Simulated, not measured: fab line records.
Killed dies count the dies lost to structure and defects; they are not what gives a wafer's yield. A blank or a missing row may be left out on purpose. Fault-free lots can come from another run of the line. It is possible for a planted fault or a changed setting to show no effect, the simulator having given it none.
The tool behind it: which one? + flow berkeley cmos170 + 13 lots with 39 wafers sampled at 6 steps, on a route of 331 steps

WHAT EACH GAUGE READ, for each wafer
UCB170_PSD_CD_MEAS_06 targets a cd of 1200 nm. Usual: cd nm at 1199.6 nm, with a standard deviation of 1.6.
| lot  | measured     | on        | cd nm (nm)           | flag |
|------|--------------|-----------|----------------------|------|
| L812 | day 8 02:10  | cd sem-02 | 1198.1 1198.1 1198.2 |      |
| L814 | day 8 17:25  | cd sem-02 | 1200.5 1200.5 1199.2 |      |
| L815 | day 8 17:41  | cd sem-01 | 1197.3 1198.4 1197.8 |      |
| L813 | day 8 18:00  | cd sem-01 | 1201.8 1200.1 1199.5 |      |
| L818 | day 9 14:12  | cd sem-01 | 1201.6 1200.7 1200.0 |      |
| L820 | day 10 04:53 | cd sem-02 | 1197.6 1198.3 1198.5 |      |
| L824 | day 10 10:41 | cd sem-01 | 1200.7 1200.3 1199.9 |      |
| L826 | day 11 02:59 | cd sem-01 | 1197.4 1198.1 1197.4 |      |
| L827 | day 11 11:49 | cd sem-02 | 1202.3 1201.4 1202.1 |      |
| L829 | day 11 12:02 | cd sem-02 | 1198.0 1197.2 1198.2 |      |
| L828 | day 11 12:07 | cd sem-01 | 1200.6 1201.4 1201.9 |      |
| L831 | day 11 19:59 | cd sem-02 | 1198.8 1198.5 1198.7 |      |
| L833 | day 12 19:34 | cd sem-02 | 1197.0 1199.5 1197.9 |      |

UCB170_NSD_OVL_MEAS_07. Usual: for NSD_OVL the level is 2 nm and the standard deviation is 5.3.
| lot  | measured     | on         | NSD_OVL (nm) | flag |
|------|--------------|------------|--------------|------|
| L812 | day 8 04:17  | overlay-01 | -3 -3 2      |      |
| L814 | day 8 19:50  | overlay-02 | -5 -2 1      |      |
| L815 | day 8 20:08  | overlay-01 | 2 -1 2       |      |
| L813 | day 8 20:34  | overlay-01 | 2 4 4        |      |
| L818 | day 9 19:08  | overlay-01 | -4 -1 -7     |      |
| L820 | day 10 06:50 | overlay-02 | 4 8 7        |      |
| L824 | day 10 12:49 | overlay-01 | -1 2 3       |      |
| L826 | day 11 06:34 | overlay-02 | 0 1 2        |      |
| L827 | day 11 14:05 | overlay-01 | 6 3 1        |      |
| L829 | day 11 14:10 | overlay-02 | -1 -6 -5     |      |
| L828 | day 11 14:47 | overlay-02 | 11 -2 -1     |      |
| L831 | day 11 21:58 | overlay-02 | 8 2 9        |      |
| L833 | day 12 21:19 | overlay-02 | 0 4 2        |      |

UCB170_M1_RS_MEAS_01: measures by four-point-probe. Usual: for M1_AL_RS the level is 0.0484 ohm/sq and the standard deviation is 0.00051.
| lot  | measured     | on            | M1_AL_RS (ohm/sq)    | flag |
|------|--------------|---------------|----------------------|------|
| L812 | day 8 11:16  | film metro-04 | 0.0484 0.0484 0.0491 |      |
| L814 | day 9 02:41  | film metro-01 | 0.0483 0.0485 0.0482 |      |
| L815 | day 9 03:16  | film metro-04 | 0.0488 0.0498 0.0494 |      |
| L813 | day 9 04:38  | film metro-01 | 0.0484 0.0488 0.0483 |      |
| L818 | day 10 03:04 | film metro-04 | 0.0485 0.0486 0.0484 |      |
| L820 | day 10 14:33 | film metro-02 | 0.0489 0.0483 0.0482 |      |
| L824 | day 11 00:40 | film metro-04 | 0.0659 0.0661 0.0482 | OFF  |
| L826 | day 11 16:17 | film metro-02 | 0.0485 0.0490 0.0490 |      |
| L827 | day 11 21:34 | film metro-02 | 0.0478 0.0484 0.0481 |      |
| L829 | day 11 22:01 | film metro-01 | 0.0476 0.0483 0.0477 |      |
| L828 | day 11 23:16 | film metro-01 | 0.0479 0.0482 0.0474 |      |
| L831 | day 12 09:31 | film metro-02 | 0.0482 0.0480 0.0487 |      |
| L833 | day 13 04:57 | film metro-01 | 0.0485 0.0481 0.0491 |      |

UCB170_M1_THK_MEAS_02: measures by xrf. Usual: for M1_AL_THK the level is 582 nm and the standard deviation is 6.3.
| lot  | measured     | on            | M1_AL_THK (nm) | flag |
|------|--------------|---------------|----------------|------|
| L812 | day 8 11:23  | film metro-04 | 576 578 574    |      |
| L814 | day 9 02:49  | film metro-01 | 579 576 582    |      |
| L815 | day 9 03:23  | film metro-04 | 580 566 572    |      |
| L813 | day 9 04:44  | film metro-01 | 581 574 580    |      |
| L818 | day 10 03:11 | film metro-04 | 575 580 583    |      |
| L820 | day 10 14:40 | film metro-02 | 581 586 588    |      |
| L824 | day 11 00:47 | film metro-04 | 428 426 581    | OFF  |
| L826 | day 11 16:25 | film metro-02 | 583 581 578    |      |
| L827 | day 11 21:40 | film metro-02 | 591 586 588    |      |
| L829 | day 11 22:08 | film metro-01 | 588 578 589    |      |
| L828 | day 11 23:22 | film metro-01 | 586 580 589    |      |
| L831 | day 12 09:38 | film metro-02 | 588 588 580    |      |
| L833 | day 13 05:04 | film metro-01 | 581 586 579    |      |

WHICH TOOL RAN EACH LOT (tool, then ch and the chambers of the sampled wafers, then the start)
| lot  | UCB170_SILICIDE_RTA_04           | UCB170_M1_SPUTTER_00         |
|------|----------------------------------|------------------------------|
| L812 | rtp anneal-01 ch 0, day 8 06:35  | pvd sputter-01, day 8 11:12  |
| L814 | rtp anneal-01 ch 0, day 8 22:10  | pvd sputter-02, day 9 02:38  |
| L815 | rtp anneal-02 ch 0, day 8 22:28  | pvd sputter-03, day 9 03:13  |
| L813 | rtp anneal-01 ch 0, day 8 22:44  | pvd sputter-01, day 9 04:32  |
| L818 | rtp anneal-02 ch 0, day 9 21:45  | pvd sputter-01, day 10 02:59 |
| L820 | rtp anneal-01 ch 0, day 10 08:58 | pvd sputter-03, day 10 14:28 |
| L824 | rtp anneal-01 ch 0, day 10 18:04 | pvd sputter-01, day 11 00:35 |
| L826 | rtp anneal-02 ch 0, day 11 09:09 | pvd sputter-02, day 11 16:14 |
| L827 | rtp anneal-01 ch 0, day 11 16:25 | pvd sputter-03, day 11 21:29 |
| L829 | rtp anneal-02 ch 0, day 11 16:49 | pvd sputter-02, day 11 21:58 |
| L828 | rtp anneal-01 ch 0, day 11 17:08 | pvd sputter-02, day 11 23:10 |
| L831 | rtp anneal-02 ch 0, day 12 00:17 | pvd sputter-02, day 12 09:28 |
| L833 | rtp anneal-02 ch 0, day 12 23:28 | pvd sputter-03, day 13 04:53 |
- UCB170_SILICIDE_RTA_04: time 15 s.
- UCB170_M1_SPUTTER_00: material Al, target thk 600 nm, time 80 s.

WHAT THE TOOLS THEMSELVES READ (means of the sampled wafers that have a number; where no wafer has one, the mark that the record gives instead)
UCB170_SILICIDE_RTA_04. Usual: lamp power pct 10.54 %, standard deviation 0.14; wafer_temp_C_max 652.8, standard deviation 0.79.
| lot  | tool          | lamp power pct (%) | wafer_temp_C_max | flag |
|------|---------------|--------------------|------------------|------|
| L812 | rtp anneal-01 | 10.41              | 652.6            |      |
| L814 | rtp anneal-01 | 10.40              | 652.3            |      |
| L815 | rtp anneal-02 | 10.67              | 653.2            |      |
| L813 | rtp anneal-01 | 10.40              | 652.5            |      |
| L818 | rtp anneal-02 | 10.67              | 653.5            |      |
| L820 | rtp anneal-01 | 10.40              | 651.8            |      |
| L824 | rtp anneal-01 | 10.40              | 652.5            |      |
| L826 | rtp anneal-02 | 10.67              | 653.4            |      |
| L827 | rtp anneal-01 | 10.40              | 652.1            |      |
| L829 | rtp anneal-02 | 10.67              | 653.0            |      |
| L828 | rtp anneal-01 | 10.40              | 652.9            |      |
| L831 | rtp anneal-02 | 10.66              | 652.7            |      |
| L833 | rtp anneal-02 | 10.68              | 652.8            |      |

UCB170_M1_SPUTTER_00. Usual: throttle valve pct at 29.6 %, with a standard deviation of 1.3.
| lot  | tool           | throttle valve pct (%) | flag |
|------|----------------|------------------------|------|
| L812 | pvd sputter-01 | 29.0                   |      |
| L814 | pvd sputter-02 | 30.4                   |      |
| L815 | pvd sputter-03 | 30.5                   |      |
| L813 | pvd sputter-01 | 28.6                   |      |
| L818 | pvd sputter-01 | 29.1                   |      |
| L820 | pvd sputter-03 | 30.2                   |      |
| L824 | pvd sputter-01 | 29.2                   |      |
| L826 | pvd sputter-02 | 29.2                   |      |
| L827 | pvd sputter-03 | 30.1                   |      |
| L829 | pvd sputter-02 | 30.3                   |      |
| L828 | pvd sputter-02 | 28.2                   |      |
| L831 | pvd sputter-02 | 30.4                   |      |
| L833 | pvd sputter-03 | 30.6                   |      |

THE ANSWER, worked out from the rows above alone
Rule: take the mean of a lot's wafers that have a number; if it is more than 3 standard deviations from the usual mean, the lot is off. A lot without any number at a reading at which 4 lots or more have one is off too. The other lots that the step has rows for count as sound. First the gauges in route order, then the tools' own readings, where a lot's mean is used as printed above. The first step at which some lot is off is used, and at that step the reading that is off furthest; a lot without a number counts as furthest.
Off: L824, seen at UCB170_M1_RS_MEAS_01 (M1_AL_RS).
If a tool, at a process step before that reading, ran all the lots that are off and no sound lot after the first of them, it fits. The gauges at UCB170_M1_RS_MEAS_01 are tried like those tools. Undecided on this evidence; 2 tools fit (pvd sputter-01 at UCB170_M1_SPUTTER_00, film metro-04 at UCB170_M1_RS_MEAS_01).

WHAT HAD BEEN PUT IN BY THE SIMULATOR
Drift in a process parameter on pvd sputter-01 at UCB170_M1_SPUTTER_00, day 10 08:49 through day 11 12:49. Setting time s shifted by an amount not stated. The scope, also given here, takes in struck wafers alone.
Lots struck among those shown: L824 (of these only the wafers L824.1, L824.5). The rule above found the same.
